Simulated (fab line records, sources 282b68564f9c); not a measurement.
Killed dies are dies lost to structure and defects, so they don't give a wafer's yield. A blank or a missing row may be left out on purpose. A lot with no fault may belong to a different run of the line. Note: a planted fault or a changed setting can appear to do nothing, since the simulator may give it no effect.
fab line records	flow rit-cmos
record: lots: 6	wafers: 18	last-day: 4
route steps=202 shown NLDD@110 PLDD@114 SPACER@125 NSD@131 PSD@142
lots that met no fault: from a run of the same line without faults
start-h: hours from the record's opening day to when the first of the lot's shown wafers began	wait-h: time in hours since the lot's previous step	" identical to the entry in the row above	L1.1+2: a single row standing in for several wafers	- either no value or no given start	* or withheld: withheld	< > ~ a bound
route shown NAME@n: a module of which the file shows steps, and the number in the route of the first	usual: average and standard deviation across the fault-free wafers	same: alike in all rows	chamber/n: place in a boat	sites: the reading at each site	_std_site: standard deviation of those values	_edge_site: inner sites' mean taken away from outer sites' mean	radius-mm: how far each site lies from the wafer's centre	mask NAME#n: copy n	behind: the last tool/chamber to shape the wafer	hold: the reason the lot was held/the length of the hold in hours/how it ended	device: whichever transistor did not switch (one of n, p or np)	end of line: the tests these same wafers got at the end of their route	for a step that has no rows: nothing shown but its recipe	killed: the dies lost at the first sort to structure and to defects; this is not the yield of the wafer	map: per-die view of a wafer (x killed, . not killed, _ where there is no die)
set.NAME: the setting as run; set.NAME@STEP: as run at that earlier step	model.NAME: the simulator's own value behind a step, which no gauge read
lots seen at some steps along the route; tables by step, rows by wafer
services: the hour from which a tool's chamber was out of use, counted from the record's first day as start-h (under 0 if before that day), plus the number of hours and why
== steps ==
step: RIT_NLDD_HARDBAKE_07
recipe: resist: NOVOLAK	temp-c: 140	time-s: 60
step: RIT_NLDD_IMPLANT_08
recipe: species: P	energy-kev: 20	dose-cm2: 5e+14	tilt-deg: 7
step: RIT_NLDD_STRIP_09
recipe: chemistry: O2	time-s: 180	resist: NOVOLAK	platen-temp-c: withheld	power-w: 500	pressure-mtorr: 4000	o2-flow-sccm: 4000
usual: drypump-motor-current-A: 5.88/0.23
lot.wafer	tool	chamber	start-h	wait-h	drypump-motor-current-A	rf-hours-counter-h
L684.1	plasma-asher-02	1	52.39	0.1	5.97	24
L684.3	"	0	"	"	6.27	-
L684.5	"	1	"	"	5.92	-
L685.1	plasma-asher-02	0	54.40	0.1	6.23	25
L685.3	"	0	"	"	6.25	-
L685.6	"	1	"	"	5.98	-
L686.1	plasma-asher-01	1	54.60	0.1	5.73	40
L686.2	"	0	"	"	5.65	40
L686.6	"	0	"	"	5.64	-
L688.1	plasma-asher-02	1	73.75	0.1	5.99	27
L688.2	"	0	"	"	6.25	27
L688.3	"	1	"	"	5.99	-
L689.1	plasma-asher-03	1	76.33	0.1	5.73	45
L689.2	"	0	"	"	5.67	45
L689.6	"	0	"	"	5.67	-
L690.1	plasma-asher-01	0	76.57	0.1	5.63	43
L690.2	"	1	"	"	5.71	43
L690.5	"	0	"	"	5.65	-
step: RIT_NLDD_TW_MEAS_10
usual: NLDD_TW: 2471/11
lot.wafer	tool	chamber	start-h	wait-h	NLDD_TW
L684.1	film-metro-03	-	52.56	0.1	2476
L684.3	"	-	"	"	2468
L684.5	"	-	"	"	2466
L685.1	film-metro-04	-	54.57	0.1	2455
L685.3	"	-	"	"	2446
L685.6	"	-	"	"	2443
L686.1	film-metro-04	-	54.78	0.1	2463
L686.2	"	-	"	"	2458
L686.6	"	-	"	"	2455
L688.1	film-metro-04	-	73.93	0.1	2467
L688.2	"	-	"	"	2469
L688.3	"	-	"	"	2469
L689.1	film-metro-03	-	76.51	0.1	2455
L689.2	"	-	"	"	2460
L689.6	"	-	"	"	2463
L690.1	film-metro-01	-	76.75	0.1	2491
L690.2	"	-	"	"	2483
L690.5	"	-	"	"	2488
step: RIT_PLDD_HMDS_00
recipe: prime-time-s: 60	prime-temp-c: 140
step: RIT_PLDD_COAT_01
recipe: resist: NOVOLAK	spin-rpm: 3250	resist-thk-nm: 1000
step: RIT_PLDD_SOFTBAKE_02
recipe: resist: NOVOLAK	temp-c: 90	time-s: 60
step: RIT_PLDD_EXPOSE_03
recipe: mask-id: M8	na: 0.57	target-cd-nm: 40900	dose-mj: 250
step: RIT_PLDD_PEB_04
recipe: resist: NOVOLAK	temp-c: withheld	time-s: withheld
step: RIT_PLDD_DEVELOP_05
recipe: resist: NOVOLAK	develop-time-s: 50	dev-temp-c: 23
step: RIT_PLDD_OVL_MEAS_06
usual: PLDD_OVL: -0.5/1.3
lot.wafer	tool	chamber	start-h	wait-h	PLDD_OVL[nm]
L684.1	overlay-02	-	53.77	-	0.2
L684.3	"	-	"	"	-0.6
L684.5	"	-	"	"	-0.9
L685.1	overlay-01	-	55.48	-	-1.3
L685.3	"	-	"	"	-2.5
L685.6	"	-	"	"	-1.1
L686.1	overlay-02	-	55.81	-	0.8
L686.2	"	-	"	"	-1.7
L686.6	"	-	"	"	-1.7
L688.1	overlay-02	-	74.84	-	-2.3
L688.2	"	-	"	"	-3.1
L688.3	"	-	"	"	-0.8
L689.1	overlay-02	-	77.54	-	0.2
L689.2	"	-	"	"	-1.0
L689.6	"	-	"	"	-1.7
L690.1	overlay-01	-	77.78	-	-2.5
L690.2	"	-	"	"	-1.4
L690.5	"	-	"	"	-1.1
step: RIT_PLDD_HARDBAKE_07
recipe: resist: NOVOLAK	temp-c: 140	time-s: 60
step: RIT_PLDD_IMPLANT_08
recipe: species: BF2	energy-kev: 20	dose-cm2: 9e+14	tilt-deg: 7
usual: implant-ion-amu: 49/0
lot.wafer	tool	chamber	start-h	wait-h	implant-ion-amu	model.implant.drp-nm	model.implant.rp-nm
L684.1	implanter-01	0	53.98	0.1	49	9.752	17.45
L684.3	"	0	"	"	49	9.752	17.45
L684.5	"	0	"	"	49	9.752	17.45
L685.1	implanter-02	0	55.67	0.1	49	9.752	16.9
L685.3	"	0	"	"	49	9.752	16.9
L685.6	"	0	"	"	49	9.752	16.9
L686.1	implanter-01	0	56.00	0.1	49	9.752	16.93
L686.2	"	0	"	"	49	9.752	16.93
L686.6	"	0	"	"	49	9.752	16.93
L688.1	implanter-01	0	75.02	0.1	75	7.212	15.7
L688.2	"	0	"	"	75	7.212	15.7
L688.3	"	0	"	"	75	7.212	15.7
L689.1	implanter-01	0	77.73	0.1	75	7.212	16.38
L689.2	"	0	"	"	75	7.212	16.38
L689.6	"	0	"	"	75	7.212	16.38
L690.1	implanter-02	0	77.97	0.1	75	7.212	16.09
L690.2	"	0	"	"	75	7.212	16.09
L690.5	"	0	"	"	75	7.212	16.09
step: RIT_PLDD_STRIP_09
recipe: chemistry: O2	time-s: 180	resist: NOVOLAK	platen-temp-c: withheld	power-w: 500	pressure-mtorr: 4000	o2-flow-sccm: 4000
usual: drypump-motor-current-A: 5.61/0.2
lot.wafer	tool	chamber	start-h	wait-h	drypump-motor-current-A	rf-hours-counter-h
L684.1	plasma-asher-01	0	54.13	0.1	5.65	40
L684.3	"	0	"	"	5.65	-
L684.5	"	1	"	"	5.69	-
L685.1	plasma-asher-04	1	55.82	0.1	5.16	41
L685.3	"	1	"	"	5.18	-
L685.6	"	1	"	"	5.18	-
L686.1	plasma-asher-01	0	56.15	0.1	5.63	40
L686.2	"	1	"	"	5.72	40
L686.6	"	1	"	"	5.71	-
L688.1	plasma-asher-01	0	75.17	0.1	5.62	42
L688.2	"	1	"	"	5.71	42
L688.3	"	1	"	"	5.72	-
L689.1	plasma-asher-03	0	77.88	0.1	5.68	45
L689.2	"	1	"	"	5.70	45
L689.6	"	1	"	"	5.71	-
L690.1	plasma-asher-01	0	78.12	0.1	5.65	43
L690.2	"	1	"	"	5.74	43
L690.5	"	0	"	"	5.63	-
step: RIT_PLDD_TW_MEAS_10
usual: PLDD_TW: 2330/9.3
lot.wafer	tool	chamber	start-h	wait-h	PLDD_TW
L684.1	film-metro-03	-	54.31	0.1	2323
L684.3	"	-	"	"	2340
L684.5	"	-	"	"	2322
L685.1	film-metro-04	-	56.00	0.1	2315
L685.3	"	-	"	"	2307
L685.6	"	-	"	"	2318
L686.1	film-metro-03	-	56.32	0.1	2326
L686.2	"	-	"	"	2343
L686.6	"	-	"	"	2328
L688.1	film-metro-04	-	75.35	0.1	2953
L688.2	"	-	"	"	2949
L688.3	"	-	"	"	2953
L689.1	film-metro-03	-	78.05	0.1	2949
L689.2	"	-	"	"	2946
L689.6	"	-	"	"	2955
L690.1	film-metro-04	-	78.29	0.1	2944
L690.2	"	-	"	"	2967
L690.5	"	-	"	"	2961
step: RIT_SPACER_CLEAN_00
recipe: chemistry: SC1	mix: 3:3:50	time-s: 600	temp-c: 75
step: RIT_SPACER_CLEAN_01
recipe: chemistry: dHF	dilution: 50:1	time-s: 30
step: RIT_SPACER_CLEAN_02
recipe: chemistry: SC2	mix: 3:3:50	time-s: 600	temp-c: 75	dry: n2-spin
step: RIT_SPACER_CVD_03
recipe: material: Si3N4	target-thk-nm: 250	temp-c: 810	precursor: SiH2Cl2/NH3	time-s: 3300	pressure-mtorr: 300	sih2cl2-flow-sccm: 60	nh3-flow-sccm: 150
step: RIT_SPACER_THK_MEAS_04
recipe: reads: Si3N4_of_SPACER_CVD_03
usual: SPACER_NITRIDE_THK: 250.9/2.1
lot.wafer	tool	chamber	start-h	wait-h	SPACER_NITRIDE_THK[nm]
L684.1	film-metro-02	-	56.68	0.0	254.2
L684.3	"	-	"	"	252.5
L684.5	"	-	"	"	252.4
L685.1	film-metro-01	-	58.37	0.0	251.2
L685.3	"	-	"	"	251.4
L685.6	"	-	"	"	252.0
L686.1	film-metro-02	-	58.69	0.0	252.4
L686.2	"	-	"	"	253.4
L686.6	"	-	"	"	254.8
L688.1	film-metro-04	-	77.72	0.0	253.9
L688.2	"	-	"	"	253.8
L688.3	"	-	"	"	253.1
L689.1	film-metro-01	-	80.41	0.0	252.6
L689.2	"	-	"	"	252.3
L689.6	"	-	"	"	250.9
L690.1	film-metro-01	-	80.65	0.0	249.1
L690.2	"	-	"	"	248.7
L690.5	"	-	"	"	248.7
step: RIT_SPACER_ETCHBACK_05
recipe: target-depth-a: 2500	SF6_flow_sccm: 30	CHF3_flow_sccm: 30	target: Si3N4	chemistry: SF6/CHF3	pressure-mtorr: 40	rf-w: 250	time-s: 240	stop-on: SiO2
usual: CHF3_flow_sccm: 30.01/0.088	drypump-motor-current-A: 5.5/0.53	oes-product-au: 0.845/0.013	throttle-valve-pct: 10.33/0.11
lot.wafer	tool	chamber	start-h	wait-h	CHF3_flow_sccm	drypump-motor-current-A	oes-product-au	rf-hours-counter-h	throttle-valve-pct
L684.1	rie-diel-04	2	56.74	0.1	29.95	6.0	0.863	133	10.27
L684.3	"	3	"	"	29.86	5.1	0.845	66	10.28
L684.5	"	1	"	"	30.15	5.7	0.844	-	10.42
L685.1	rie-diel-01	3	58.43	0.1	29.97	4.7	0.847	6	10.22
L685.3	"	2	"	"	30.03	5.1	0.856	4	10.16
L685.6	"	0	"	"	29.93	5.6	0.823	-	10.29
L686.1	rie-diel-04	0	58.75	0.1	30.06	6.4	0.851	137	10.30
L686.2	"	3	"	"	29.92	5.1	0.852	66	10.26
L686.6	"	3	"	"	30.04	5.1	0.860	-	10.27
L688.1	rie-diel-01	1	77.78	0.1	29.89	5.2	0.857	130	10.31
L688.2	"	3	"	"	29.99	4.7	0.851	6	10.24
L688.3	"	2	"	"	30.09	5.1	0.849	4	10.17
L689.1	rie-diel-03	3	80.47	0.1	30.13	5.5	0.851	53	10.27
L689.2	"	2	"	"	29.94	6.6	0.842	158	10.51
L689.6	"	3	"	"	30.15	5.5	0.850	-	10.27
L690.1	rie-diel-01	3	80.71	0.1	29.96	4.7	0.844	6	10.22
L690.2	"	2	"	"	29.85	5.1	0.845	5	10.18
L690.5	"	2	"	"	29.96	5.1	0.842	-	10.17
step: RIT_NSD_HMDS_00
recipe: prime-time-s: 60	prime-temp-c: 140
step: RIT_NSD_COAT_01
recipe: resist: NOVOLAK	spin-rpm: 3250	resist-thk-nm: 1000
step: RIT_NSD_SOFTBAKE_02
recipe: resist: NOVOLAK	temp-c: 90	time-s: 60
step: RIT_NSD_EXPOSE_03
recipe: mask-id: M9	na: 0.57	target-cd-nm: 40700	dose-mj: 250
step: RIT_NSD_PEB_04
recipe: resist: NOVOLAK	temp-c: withheld	time-s: withheld
step: RIT_NSD_DEVELOP_05
recipe: resist: NOVOLAK	develop-time-s: 50	dev-temp-c: 23
step: RIT_NSD_OVL_MEAS_06
usual: NSD_OVL: 0.1/1.5
lot.wafer	tool	chamber	start-h	wait-h	NSD_OVL[nm]
L684.1	overlay-02	-	57.95	-	0.7
L684.3	"	-	"	"	-0.5
L684.5	"	-	"	"	0.6
L685.1	overlay-01	-	59.43	-	-1.9
L685.3	"	-	"	"	-1.0
L685.6	"	-	"	"	-1.5
L686.1	overlay-02	-	59.97	-	2.0
L686.2	"	-	"	"	1.1
L686.6	"	-	"	"	-0.6
L688.1	overlay-01	-	78.78	-	-0.5
L688.2	"	-	"	"	-2.5
L688.3	"	-	"	"	-2.2
L689.1	overlay-01	-	81.47	-	-0.1
L689.2	"	-	"	"	-0.4
L689.6	"	-	"	"	0.5
L690.1	overlay-01	-	81.71	-	-1.5
L690.2	"	-	"	"	-1.8
L690.5	"	-	"	"	-1.3
step: RIT_NSD_HARDBAKE_07
recipe: resist: NOVOLAK	temp-c: 140	time-s: 60
step: RIT_NSD_IMPLANT_08
recipe: species: P	energy-kev: 25	dose-cm2: 1e+15	tilt-deg: 7
step: RIT_NSD_STRIP_09
recipe: chemistry: O2	time-s: 180	resist: NOVOLAK	platen-temp-c: withheld	power-w: 500	pressure-mtorr: 4000	o2-flow-sccm: 4000
usual: drypump-motor-current-A: 5.7/0.31
lot.wafer	tool	chamber	start-h	wait-h	drypump-motor-current-A	rf-hours-counter-h
L684.1	plasma-asher-01	1	58.28	0.1	5.7	41
L684.3	"	1	"	"	5.7	-
L684.5	"	1	"	"	5.7	-
L685.1	plasma-asher-04	1	59.85	0.1	5.2	41
L685.3	"	1	"	"	5.2	-
L685.6	"	1	"	"	5.2	-
L686.1	plasma-asher-01	0	60.45	0.1	5.6	41
L686.2	"	1	"	"	5.7	41
L686.6	"	1	"	"	5.7	-
L688.1	plasma-asher-04	1	79.12	0.1	5.2	43
L688.2	"	0	"	"	5.7	43
L688.3	"	0	"	"	5.7	-
L689.1	plasma-asher-01	1	81.81	0.1	5.7	43
L689.2	"	0	"	"	5.7	43
L689.6	"	1	"	"	5.7	-
L690.1	plasma-asher-04	1	82.05	0.1	5.2	44
L690.2	"	0	"	"	5.7	44
L690.5	"	0	"	"	5.7	-
step: RIT_NSD_TW_MEAS_10
usual: NSD_TW: 3094/15
lot.wafer	tool	chamber	start-h	wait-h	NSD_TW
L684.1	film-metro-04	-	58.46	0.1	3075
L684.3	"	-	"	"	3080
L684.5	"	-	"	"	3068
L685.1	film-metro-03	-	60.02	0.1	3083
L685.3	"	-	"	"	3089
L685.6	"	-	"	"	3102
L686.1	film-metro-01	-	60.62	0.1	3084
L686.2	"	-	"	"	3105
L686.6	"	-	"	"	3094
L688.1	film-metro-03	-	79.29	0.1	3071
L688.2	"	-	"	"	3085
L688.3	"	-	"	"	3080
L689.1	film-metro-01	-	81.98	0.1	3105
L689.2	"	-	"	"	3131
L689.6	"	-	"	"	3098
L690.1	film-metro-03	-	82.22	0.1	3091
L690.2	"	-	"	"	3089
L690.5	"	-	"	"	3089
step: RIT_PSD_HMDS_00
recipe: prime-time-s: 60	prime-temp-c: 140
step: RIT_PSD_COAT_01
recipe: resist: NOVOLAK	spin-rpm: 3250	resist-thk-nm: 1000
step: RIT_PSD_SOFTBAKE_02
recipe: resist: NOVOLAK	temp-c: 90	time-s: 60
step: RIT_PSD_EXPOSE_03
recipe: mask-id: M10	na: 0.57	target-cd-nm: 40900	dose-mj: 250
step: RIT_PSD_PEB_04
recipe: resist: NOVOLAK	temp-c: withheld	time-s: withheld
step: RIT_PSD_DEVELOP_05
recipe: resist: NOVOLAK	develop-time-s: 50	dev-temp-c: 23
step: RIT_PSD_OVL_MEAS_06
usual: PSD_OVL: 0.8/1.2
lot.wafer	tool	chamber	start-h	wait-h	PSD_OVL[nm]
L684.1	overlay-02	-	59.54	-	1.7
L684.3	"	-	"	"	-0.7
L684.5	"	-	"	"	-0.1
L685.1	overlay-01	-	61.15	-	0.4
L685.3	"	-	"	"	0.0
L685.6	"	-	"	"	-0.1
L686.1	overlay-02	-	61.53	-	-2.1
L686.2	"	-	"	"	-0.5
L686.6	"	-	"	"	0.5
L688.1	overlay-02	-	80.20	-	-3.0
L688.2	"	-	"	"	-1.2
L688.3	"	-	"	"	1.1
L689.1	overlay-02	-	83.02	-	2.8
L689.2	"	-	"	"	0.6
L689.6	"	-	"	"	1.2
L690.1	overlay-01	-	83.26	-	0.8
L690.2	"	-	"	"	-0.8
L690.5	"	-	"	"	1.8
step: RIT_PSD_HARDBAKE_07
recipe: resist: NOVOLAK	temp-c: 140	time-s: 60
step: RIT_PSD_IMPLANT_08
recipe: species: BF2	energy-kev: 27	dose-cm2: 5e+15	tilt-deg: 7
step: RIT_PSD_STRIP_09
recipe: chemistry: O2	time-s: 180	resist: NOVOLAK	platen-temp-c: withheld	power-w: 500	pressure-mtorr: 4000	o2-flow-sccm: 4000
usual: drypump-motor-current-A: 5.7/0.3
lot.wafer	tool	chamber	start-h	wait-h	drypump-motor-current-A	rf-hours-counter-h
L684.1	plasma-asher-03	1	59.88	0.1	5.7	43
L684.3	"	1	"	"	5.7	-
L684.5	"	0	"	"	5.6	-
L685.1	plasma-asher-04	1	61.48	0.1	5.2	42
L685.3	"	0	"	"	5.7	-
L685.6	"	1	"	"	5.2	-
L686.1	plasma-asher-03	1	61.87	0.1	5.7	43
L686.2	"	0	"	"	5.7	43
L686.6	"	1	"	"	5.7	-
L688.1	plasma-asher-02	1	80.54	0.1	6.0	27
L688.2	"	0	"	"	6.3	27
L688.3	"	0	"	"	6.3	-
L689.1	plasma-asher-02	1	83.51	0.1	5.9	28
L689.2	"	0	"	"	6.3	28
L689.6	"	1	"	"	6.0	-
L690.1	plasma-asher-03	0	83.66	0.1	5.7	46
L690.2	"	1	"	"	5.7	46
L690.5	"	1	"	"	5.7	-
step: RIT_SDANNEAL_RS_MEAS_06
recipe: thk-meas-gauge: four-point-probe
usual: PLDD_RS: 178.4/0.39
lot.wafer	tool	chamber	start-h	wait-h	PLDD_RS[ohm/sq]
L684.1	film-metro-03	-	60.83	0.1	178.0
L684.3	"	-	"	"	178.3
L684.5	"	-	"	"	178.1
L685.1	film-metro-03	-	62.40	0.1	177.9
L685.3	"	-	"	"	178.1
L685.6	"	-	"	"	178.9
L686.1	film-metro-04	-	62.80	0.1	177.6
L686.2	"	-	"	"	178.3
L686.6	"	-	"	"	178.2
L688.1	film-metro-01	-	81.44	0.1	68.7
L688.2	"	-	"	"	68.6
L688.3	"	-	"	"	68.6
L689.1	film-metro-03	-	84.41	0.1	68.6
L689.2	"	-	"	"	68.6
L689.6	"	-	"	"	68.7
L690.1	film-metro-01	-	84.58	0.1	68.5
L690.2	"	-	"	"	68.6
L690.5	"	-	"	"	68.6
== services ==
tool	chamber	start-h	hours	kind
implanter-02	-	44.76	4.7	pm
rie-diel-04	1	45.30	9.2	repair
rie-diel-03	-	52.23	0.3	repair
rie-diel-04	-	55.87	0.1	repair
rie-diel-04	2	60.95	3.0	repair
plasma-asher-04	-	63.69	2.8	pm
rie-diel-04	3	73.97	6.3	repair
== key ==
first-sign: step: RIT_PLDD_IMPLANT_08	reading: implant-ion-amu	direction: up	sigmas: 99+	usual: 49	struck: 75
effect: step: RIT_PLDD_TW_MEAS_10	reading: PLDD_TW	direction: up	sigmas: 67	usual: 2330	struck: 2953
effect: step: RIT_SDANNEAL_RS_MEAS_06	reading: PLDD_RS	direction: down	sigmas: 99+	usual: 178.4	struck: 68.6
model-effect: step: RIT_PLDD_IMPLANT_08	value: implant.drp-nm	without: 9.752	struck: 7.212
met-at RIT_PLDD_IMPLANT_08
struck-wafers L688.1,L688.2,L688.3,L689.1,L689.2,L689.6,L690.1,L690.2,L690.5
sort-left-out L688.1,L688.2,L688.3,L689.1,L689.2,L689.6,L690.1,L690.2,L690.5
tester-left-out L688,L689,L690
onset-between 56.00 75.02
fault: kind: wrong-recipe-download	tool: implanter-01,implanter-02,implanter-04	chamber: -	onset-h: 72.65	steps: RIT_PLDD_IMPLANT_08	wrong-recipe.not-listed: 1
tester-left-out: of these lots the tester's yield and bins aren't shown, on N5 and GAA mostly nor the transistor test; their killed dies are dies lost to structure and defects alone, not to doping, threshold or leakage, so they don't give the yield
sort-left-out: the simulated sort isn't trusted on such a fault, so these wafers' sort isn't shown, and their yield isn't known
